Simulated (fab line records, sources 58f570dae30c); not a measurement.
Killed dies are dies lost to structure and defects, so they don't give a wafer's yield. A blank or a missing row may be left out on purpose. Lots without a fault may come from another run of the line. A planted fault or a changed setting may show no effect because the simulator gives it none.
Which tool did it? | flow berkeley_cmos170 | 24 lots, 72 wafers sampled, at 4 steps of a route of 331

WHAT THE GAUGES READ, wafer by wafer
UCB170_NWELL_OVL_MEAS_12. Usual: NWELL_OVL 0 nm, standard deviation 6.
lot  | measured    | on         | NWELL_OVL (nm) | flag
L074 | day 2 06:14 | overlay-02 | -3 10 -3       |
L075 | day 2 08:59 | overlay-02 | -4 -4 0        |
L076 | day 2 16:41 | overlay-01 | 2 0 5          |
L077 | day 2 21:26 | overlay-02 | 9 5 9          |
L078 | day 3 07:06 | overlay-02 | -4 -2 -5       |
L080 | day 3 12:52 | overlay-02 | -7 -6 -9       |
L079 | day 3 13:00 | overlay-02 | -1 -5 -3       |
L081 | day 4 02:57 | overlay-02 | 4 -1 10        |
L082 | day 4 03:10 | overlay-01 | -5 -7 0        |
L083 | day 4 15:39 | overlay-01 | 2 7 3          |
L084 | day 4 22:37 | overlay-01 | 0 4 -1         |
L086 | day 4 22:52 | overlay-02 | -3 3 5         |
L085 | day 4 22:58 | overlay-01 | 14 16 19       |
L087 | day 5 13:54 | overlay-02 | 3 4 -5         |
L088 | day 5 13:58 | overlay-01 | -6 -5 -4       |
L089 | day 5 17:56 | overlay-01 | -3 4 0         |
L090 | day 5 23:44 | overlay-02 | 3 3 7          |
L091 | day 5 23:59 | overlay-01 | -3 5 -2        |
L092 | day 6 03:53 | overlay-02 | -1 -1 -3       |
L093 | day 6 03:54 | overlay-01 | 1 -6 -1        |
L094 | day 6 13:13 | overlay-02 | -8 -9 -4       |
L095 | day 6 13:29 | overlay-01 | 6 3 11         |
L097 | day 6 23:30 | overlay-01 | -17 0 -9       |
L096 | day 6 23:50 | overlay-01 | -9 -5 -1       |

UCB170_NWELL_TW_MEAS_16. Usual: NWELL_TW 1252, standard deviation 16.
lot  | measured    | on            | NWELL_TW       | flag
L074 | day 2 06:37 | film_metro-02 | 1241 1242 1246 |
L075 | day 2 09:22 | film_metro-04 | 1262 1276 1270 |
L076 | day 2 17:05 | film_metro-01 | 1242 1235 1240 |
L077 | day 2 21:50 | film_metro-01 | 1244 1247 1241 |
L078 | day 3 07:29 | film_metro-04 | 1268 1269 1272 |
L080 | day 3 13:16 | film_metro-04 | 1272 1271 1279 |
L079 | day 3 13:23 | film_metro-02 | 1246 1242 1243 |
L081 | day 4 03:21 | film_metro-02 | 1237 1243 1244 |
L082 | day 4 03:33 | film_metro-04 | 1274 1278 1286 |
L083 | day 4 16:02 | film_metro-01 | 1238 1238 1242 |
L084 | day 4 23:00 | film_metro-01 | 1237 1243 1240 |
L086 | day 4 23:16 | film_metro-04 | 1281 1285 1285 |
L085 | day 4 23:22 | film_metro-01 | 1234 1236 1238 |
L087 | day 5 14:17 | film_metro-02 | 1244 1251 1247 |
L088 | day 5 14:21 | film_metro-01 | 1248 1246 1246 |
L089 | day 5 18:19 | film_metro-02 | 1243 1244 1250 |
L090 | day 6 00:08 | film_metro-02 | 1255 1245 1245 |
L091 | day 6 00:23 | film_metro-01 | 1241 1234 1242 |
L092 | day 6 04:17 | film_metro-02 | 1250 1247 1247 |
L093 | day 6 04:17 | film_metro-01 | 1239 1238 1244 |
L094 | day 6 13:36 | film_metro-04 | 1273 1279 1274 |
L095 | day 6 13:53 | film_metro-01 | 1237 1241 1236 |
L097 | day 6 23:53 | film_metro-02 | 1255 1254 1252 |
L096 | day 7 00:17 | film_metro-04 | 1274 1280 1276 |

UCB170_PWELL_THK_MEAS_06. Usual: PWELL_NITRIDE_THK 225.0 nm, standard deviation 2.6.
lot  | measured    | on            | PWELL_NITRIDE_THK (nm) | flag
L074 | day 3 01:24 | film_metro-02 | 224.7 225.9 224.8      |
L075 | day 3 05:43 | film_metro-04 | 221.1 221.3 220.0      |
L076 | day 3 05:43 | film_metro-02 | 224.1 221.3 225.4      |
L077 | day 3 15:00 | film_metro-03 | 229.8 231.6 230.4      |
L078 | day 3 22:55 | film_metro-04 | 224.8 224.9 223.9      |
L080 | day 4 04:31 | film_metro-02 | 229.4 229.0 229.6      |
L079 | day 4 04:31 | film_metro-04 | 227.1 227.4 224.2      |
L081 | day 5 03:39 | film_metro-02 | 226.9 224.6 224.2      |
L082 | day 5 03:38 | film_metro-04 | 223.3 221.2 220.7      |
L083 | day 5 14:50 | film_metro-02 | 222.7 222.8 220.2      |
L084 | day 5 18:49 | film_metro-02 | 226.1 223.8 225.9      |
L086 | day 5 18:50 | film_metro-04 | 221.0 222.3 222.5      |
L085 | day 5 18:49 | film_metro-03 | 224.8 225.4 225.1      |
L087 | day 6 07:13 | film_metro-02 | 220.6 222.7 222.7      |
L088 | day 6 07:13 | film_metro-03 | 222.3 220.2 220.4      |
L089 | day 6 07:12 | film_metro-04 | 224.2 224.0 224.5      |
L090 | day 6 13:33 | film_metro-02 | 225.9 226.9 226.9      |
L091 | day 6 13:34 | film_metro-03 | 228.2 226.3 228.2      |
L092 | day 6 20:05 | film_metro-02 | 228.2 227.3 228.2      |
L093 | day 6 20:03 | film_metro-03 | 226.7 225.1 229.0      |
L094 | day 7 03:25 | film_metro-03 | 226.4 224.5 225.7      |
L095 | day 7 03:25 | film_metro-02 | 226.5 225.3 224.1      |
L097 | day 7 15:25 | film_metro-03 | 224.2 225.7 225.6      |
L096 | day 7 17:20 | film_metro-03 | 225.6 225.1 225.4      |

WHICH TOOL RAN EACH LOT (tool, then ch and the chambers of the sampled wafers, then the start)
lot  | UCB170_NWELL_STRIP_15
L074 | plasma_asher-04 ch 0,1, day 2 06:31
L075 | plasma_asher-03 ch 0,1, day 2 09:16
L076 | plasma_asher-02 ch 0,1, day 2 16:59
L077 | plasma_asher-04 ch 0,1, day 2 21:44
L078 | plasma_asher-02 ch 0,1, day 3 07:23
L080 | plasma_asher-03 ch 0,1, day 3 13:11
L079 | plasma_asher-04 ch 0,1, day 3 13:17
L081 | plasma_asher-03 ch 0,1, day 4 03:16
L082 | plasma_asher-04 ch 0,1, day 4 03:27
L083 | plasma_asher-03 ch 0,1, day 4 15:56
L084 | plasma_asher-02 ch 0,1, day 4 22:54
L086 | plasma_asher-04 ch 0,1, day 4 23:10
L085 | plasma_asher-03 ch 0,1, day 4 23:16
L087 | plasma_asher-03 ch 0,1, day 5 14:13
L088 | plasma_asher-04 ch 0,1, day 5 14:14
L089 | plasma_asher-03 ch 0,1, day 5 18:13
L090 | plasma_asher-03 ch 1, day 6 00:01
L091 | plasma_asher-02 ch 0,1, day 6 00:17
L092 | plasma_asher-02 ch 0,1, day 6 04:11
L093 | plasma_asher-03 ch 0,1, day 6 04:11
L094 | plasma_asher-03 ch 0,1, day 6 13:29
L095 | plasma_asher-02 ch 0,1, day 6 13:48
L097 | plasma_asher-04 ch 0,1, day 6 23:47
L096 | plasma_asher-04 ch 0,1, day 7 00:08
- UCB170_NWELL_STRIP_15: strips in O2.

WHAT THE TOOLS THEMSELVES READ (means of the sampled wafers that have a number; where no wafer has one, the mark that the record gives instead)
UCB170_NWELL_STRIP_15. Usual: drypump_motor_current_A 5.43 A, standard deviation 0.24; oes_product_au 0.721 a.u., standard deviation 0.0049; strip_time_to_endpoint_s 18.02 s, standard deviation 0.089.
lot  | tool            | drypump_motor_current_A (A) | oes_product_au (a.u.) | strip_time_to_endpoint_s (s) | flag
L074 | plasma_asher-04 | 5.22                        | 0.715                 | 17.99                        |
L075 | plasma_asher-03 | 5.59                        | 0.720                 | 17.90                        |
L076 | plasma_asher-02 | 5.46                        | 0.720                 | 18.08                        |
L077 | plasma_asher-04 | 5.21                        | 0.722                 | 18.05                        |
L078 | plasma_asher-02 | 5.47                        | 0.724                 | 17.96                        |
L080 | plasma_asher-03 | 5.60                        | 0.717                 | 18.07                        |
L079 | plasma_asher-04 | 5.23                        | 0.720                 | 18.03                        |
L081 | plasma_asher-03 | 5.65                        | 0.720                 | 18.01                        |
L082 | plasma_asher-04 | 5.10                        | 0.718                 | 17.96                        |
L083 | plasma_asher-03 | 5.59                        | 0.722                 | 18.14                        |
L084 | plasma_asher-02 | 5.46                        | 0.718                 | 18.01                        |
L086 | plasma_asher-04 | 5.24                        | 0.720                 | 17.95                        |
L085 | plasma_asher-03 | 5.59                        | 0.723                 | 18.05                        |
L087 | plasma_asher-03 | 5.59                        | 0.722                 | 18.06                        |
L088 | plasma_asher-04 | 5.12                        | 0.723                 | 17.99                        |
L089 | plasma_asher-03 | 5.66                        | 0.724                 | 18.06                        |
L090 | plasma_asher-03 | 5.54                        | 0.722                 | 18.02                        |
L091 | plasma_asher-02 | 5.46                        | 0.719                 | 17.83                        |
L092 | plasma_asher-02 | 5.47                        | 0.721                 | 18.07                        |
L093 | plasma_asher-03 | 5.66                        | 0.725                 | 18.03                        |
L094 | plasma_asher-03 | 5.67                        | 0.722                 | 18.07                        |
L095 | plasma_asher-02 | 5.45                        | 0.720                 | 17.98                        |
L097 | plasma_asher-04 | 5.22                        | 0.725                 | 17.98                        |
L096 | plasma_asher-04 | 5.10                        | 0.718                 | 17.96                        |

THE ANSWER, worked out from the rows above alone
Rule: a lot is off if the mean of its wafers that have a number lies more than 3 standard deviations from the usual mean. A lot without any number at a reading at which 4 lots or more have one is off too. The other lots that the step has rows for count as sound. The gauges are gone through in route order, then the tools' own readings, and for those a lot's mean is taken as printed above. The first step at which some lot is off is used, and at that step the reading that is off furthest; a lot without a number counts as furthest.
No lot is off at any reading shown: from this, nothing can be told.

WHAT THE SIMULATOR HAD PUT IN
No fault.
